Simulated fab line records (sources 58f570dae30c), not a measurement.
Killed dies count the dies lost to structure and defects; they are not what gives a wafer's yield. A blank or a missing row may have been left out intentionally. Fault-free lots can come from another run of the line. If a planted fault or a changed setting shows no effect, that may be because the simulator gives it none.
Which of the tools did it? -- flow berkeley-cmos170 -- 7 lots, 21 wafers sampled, at 3 steps of a route of 331

## WHAT THE GAUGES READ, wafer by wafer
UCB170_NLDD_TW_MEAS_11.
lot,measured,on,NLDD_TW
L217,day 7 19:59,film-metro-04,2213 2210 2207
L218,day 8 07:48,film-metro-01,2229 2227 2225
L220,day 8 15:26,film-metro-04,2211 2220 2206
L223,day 9 02:32,film-metro-02,2175 2184 2186
L224,day 9 14:04,film-metro-04,2209 2203 2206
L229,day 10 16:31,film-metro-04,3127 3122 3130
L230,day 11 07:57,film-metro-04,3124 3104 3107

## WHICH TOOL RAN EACH LOT (tool, then ch and the chambers of the sampled wafers, then the start)
lot,UCB170_NLDD_IMPLANT_08,UCB170_NLDD_STRIP_10
L217,"implanter-01 ch 0, day 7 19:35","plasma-asher-01 ch 0,1, day 7 19:53"
L218,"implanter-03 ch 0, day 8 07:24","plasma-asher-02 ch 0,1, day 8 07:42"
L220,"implanter-04 ch 0, day 8 15:02","plasma-asher-02 ch 0,1, day 8 15:20"
L223,"implanter-03 ch 0, day 9 02:08","plasma-asher-02 ch 0,1, day 9 02:26"
L224,"implanter-01 ch 0, day 9 13:41","plasma-asher-01 ch 0,1, day 9 13:57"
L229,"implanter-01 ch 0, day 10 16:07","plasma-asher-01 ch 0,1, day 10 16:25"
L230,"implanter-01 ch 0, day 11 07:34","plasma-asher-01 ch 0,1, day 11 07:50"
- UCB170_NLDD_IMPLANT_08
- UCB170_NLDD_STRIP_10: strips in O2.

## THE ANSWER, worked out from the rows above alone
Rule: what is usual is taken from the lots themselves. The widest of any qualifying gaps counts: lots, ordered by their means at a reading, are off when they make up no more than a third of the lots, leave a main group of 4 or more, and stand apart from it by 3 or more times the standard deviation of that group's means. The tables above print the reading to a certain number of digits; a main group whose means all agree to those digits is not used. Also off: a lot with no number at a reading for which 4 or more lots have one. The other lots that the step has rows for count as sound.
Off: L229, L230, at UCB170_NLDD_TW_MEAS_11 (NLDD_TW). Mean 2207 and standard deviation 15 in the main group.
A tool fits if, at a process step before that reading, it ran every lot that is off, and no sound lot after the first of them. The gauges at UCB170_NLDD_TW_MEAS_11 are tried like those tools. Can't be told from this: 3 tools fit, implanter-01 at UCB170_NLDD_IMPLANT_08, plasma-asher-01 at UCB170_NLDD_STRIP_10, film-metro-04 at UCB170_NLDD_TW_MEAS_11.

## WHAT THE SIMULATOR PUT IN
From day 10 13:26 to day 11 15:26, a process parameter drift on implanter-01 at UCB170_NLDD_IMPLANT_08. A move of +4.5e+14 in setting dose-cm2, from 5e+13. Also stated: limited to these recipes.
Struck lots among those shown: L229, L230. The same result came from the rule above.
